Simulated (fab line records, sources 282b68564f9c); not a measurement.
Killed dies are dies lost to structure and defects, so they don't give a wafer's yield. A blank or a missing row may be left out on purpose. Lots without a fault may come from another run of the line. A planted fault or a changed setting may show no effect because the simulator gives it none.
Split-lot experiment | flow rit_cmos | 5 lots, 23 wafers read, on a route of 202 steps

THE SPLIT
At RIT_ACTIVE_EXPOSE_08 (exposes mask M1, target cd 1400 nm), the setting dose_mj was moved away from the recipe's 225 on 8 of the 23 wafers read, by -5.7% to +7.2%. The other wafers ran this setting at the recipe's value.

FROM THE SPLIT TO THE READING: what the file shows between them, 5 steps
- RIT_ACTIVE_PEB_09
- RIT_ACTIVE_DEVELOP_10: develop time 50 s
- RIT_ACTIVE_CD_MEAS_11: target cd 1400 nm
- RIT_ACTIVE_ETCH_13: etches Si3N4 in SF6, stops on SiO2, time 210 s, target depth 210 nm (also split here: over_etch_frac)
- RIT_ACTIVE_STRIP_14: strips in O2, time 180 s

THE READING
cd_nm, in nm, at RIT_ACTIVE_CD_MEAS_90 (target cd 1400 nm). Fault-free wafers of this fab line usually give 1400.2 nm, standard deviation 2.4 nm.

wafer  | tool, chamber at the split | dose_mj as run | against the recipe | cd_nm, nm | against lot-mates on the recipe
L077.1 | iline_stepper-01, 0        | 225            | recipe             | 1399.2    | -
L077.2 | iline_stepper-01, 0        | 212.1          | -5.7%              | 1415.1    | +15.8
L077.4 | iline_stepper-01, 0        | 212.1          | -5.7%              | 1415.0    | +15.8
L077.5 | iline_stepper-01, 0        | 225            | recipe             | 1399.3    | -
L077.6 | iline_stepper-01, 0        | 212.1          | -5.7%              | 1415.8    | +16.5
L078.1 | iline_stepper-01, 0        | 217.2          | -3.5%              | 1415.4    | +11.2
L078.2 | iline_stepper-01, 0        | 217.2          | -3.5%              | 1411.4    | +7.2
L078.4 | iline_stepper-01, 0        | 225            | recipe             | 1406.9    | -
L078.5 | iline_stepper-01, 0        | 217.2          | -3.5%              | 1414.0    | +9.8
L078.6 | iline_stepper-01, 0        | 225            | recipe             | 1401.4    | -
L079.1 | iline_stepper-02, 0        | 225            | recipe             | 1402.3    | -
L079.2 | iline_stepper-02, 0        | 225            | recipe             | 1402.9    | -
L079.3 | iline_stepper-02, 0        | 241.1          | +7.2%              | 1383.9    | -19.4
L079.5 | iline_stepper-02, 0        | 225            | recipe             | 1404.6    | -
L079.6 | iline_stepper-02, 0        | 241.1          | +7.2%              | 1384.1    | -19.2
L084.1 | iline_stepper-02, 0        | 225            | recipe             | 1403.4    | -
L084.2 | iline_stepper-02, 0        | 225            | recipe             | 1400.5    | -
L084.3 | iline_stepper-02, 0        | 225            | recipe             | 1401.5    | -
L084.4 | iline_stepper-02, 0        | 225            | recipe             | 1403.5    | -
L084.6 | iline_stepper-02, 0        | 225            | recipe             | 1401.8    | -
L085.3 | iline_stepper-02, 0        | 225            | recipe             | 1398.8    | -
L085.4 | iline_stepper-02, 0        | 225            | recipe             | 1397.3    | -
L085.5 | iline_stepper-02, 0        | 225            | recipe             | 1399.5    | -

THE FIT
A straight line over all 23 wafers: cd_nm changes by -2.57 nm for each +1% of dose_mj; r = -0.96; the points scatter about the line by 2.5 nm.
The same after taking each lot's own level away (the mean of its wafers on the recipe; 23 wafers): -2.74 nm for each +1%; r = -0.99; scatter 1.3 nm.
On that fit, the largest move of dose_mj shifts the reading by 20 nm.
The lots' own levels span 1398.53 to 1404.15 nm, that is 2.3 times the standard deviation above.
So the lot-to-lot level changes the slope little: the two slopes agree.
Check: with one of the wafers moved furthest among these (+7.2%) left out of the fit, the line predicts -19.6 nm for it against its lot-mates. It came out at -19.4 nm against them.

OTHER SPLITS ON THESE WAFERS
These wafers also went through other splits before the reading. Each is held against what the fit with the lots' levels taken away leaves over:
other split on the same wafers    | wafers away from the commonest value | r with cd_nm (lot level and that fit taken away)
RIT_ACTIVE_ETCH_13 over_etch_frac | 8                                    | +0.14

THE WHOLE CHAIN: every reading that the file lists as answering this split, in the file's order
step                  | what it does                                                        | reading                                                       | change (the file's fit)              | r (the file's)
RIT_ACTIVE_CD_MEAS_11 | target cd 1400 nm                                                   | cd_nm                                                         | -2.72 nm for each +1% of the setting | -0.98
RIT_ACTIVE_ETCH_13    | etches Si3N4 in SF6, stops on SiO2, time 210 s, target depth 210 nm | ACTIVE.cd_nm (the simulator's own value, which no gauge read) | -2.75 nm for each +1% of the setting | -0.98
RIT_ACTIVE_CD_MEAS_90 | target cd 1400 nm                                                   | cd_nm                                                         | -2.73 nm for each +1% of the setting | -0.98

THE FILE'S OWN FIT
cd_nm changes by -2.73 nm for each +1% of dose_mj, r = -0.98.
